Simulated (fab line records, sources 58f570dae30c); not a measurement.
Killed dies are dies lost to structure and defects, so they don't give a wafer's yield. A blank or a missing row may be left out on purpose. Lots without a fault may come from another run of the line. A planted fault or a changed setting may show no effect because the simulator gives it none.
Which tool did it? | flow berkeley_cmos170 | 7 lots, 21 wafers sampled, at 2 steps of a route of 331

WHAT THE GAUGES READ, wafer by wafer
UCB170_CONTACT_CD_MEAS_15: target cd 700 nm.
lot  | measured     | on        | cd_nm (nm)
L322 | day 8 17:10  | cd_sem-02 | 702.9 701.5 701.9
L324 | day 8 19:18  | cd_sem-02 | 702.2 700.3 701.6
L329 | day 9 23:05  | cd_sem-02 | 699.4 700.2 699.9
L334 | day 10 12:14 | cd_sem-02 | 699.7 701.1 699.7
L336 | day 10 20:29 | cd_sem-01 | 713.2 713.1 714.0
L339 | day 11 13:13 | cd_sem-01 | 700.3 699.9 699.7
L341 | day 12 00:28 | cd_sem-01 | 701.8 700.3 703.4

WHICH TOOL RAN EACH LOT (tool, then ch and the chambers of the sampled wafers, then the start)
lot  | UCB170_CONTACT_PEB_13
L322 | litho_track-03 ch 0, day 8 16:53
L324 | litho_track-01 ch 0, day 8 19:02
L329 | litho_track-03 ch 0, day 9 22:48
L334 | litho_track-01 ch 0, day 10 11:00
L336 | litho_track-04 ch 0, day 10 20:13
L339 | litho_track-01 ch 0, day 11 12:58
L341 | litho_track-01 ch 0, day 12 00:12
- UCB170_CONTACT_PEB_13

THE ANSWER, worked out from the rows above alone
Rule: what is usual is taken from the lots themselves. Put in order of their means at a reading, lots are off if they are a third of the lots or fewer, leave a main group of 4 or more, and stand apart from it by a gap of 3 or more times the standard deviation of the main group's means; of several such gaps the widest counts. A main group whose means are all the same, to the digits that the tables above print for the reading, isn't used. A lot without any number at a reading at which 4 lots or more have one is off too. The other lots that the step has rows for count as sound.
Off: L336, at UCB170_CONTACT_CD_MEAS_15 (cd_nm). The main group: mean 700.9 nm, standard deviation 0.92.
A tool fits if, at a process step before that reading, it ran every lot that is off, and no sound lot after the first of them. The gauges at UCB170_CONTACT_CD_MEAS_15 are tried like those tools. One fits: litho_track-04 at UCB170_CONTACT_PEB_13. It ran no sound lot before its first lot that is off in this sample, so the start can't be narrowed down.

WHAT THE SIMULATOR HAD PUT IN
Process parameter drift: litho_track-04, from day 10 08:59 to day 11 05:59, at UCB170_CONTACT_PEB_13. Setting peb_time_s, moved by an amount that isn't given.
Lots struck among those shown: L336. The rule above found the same.
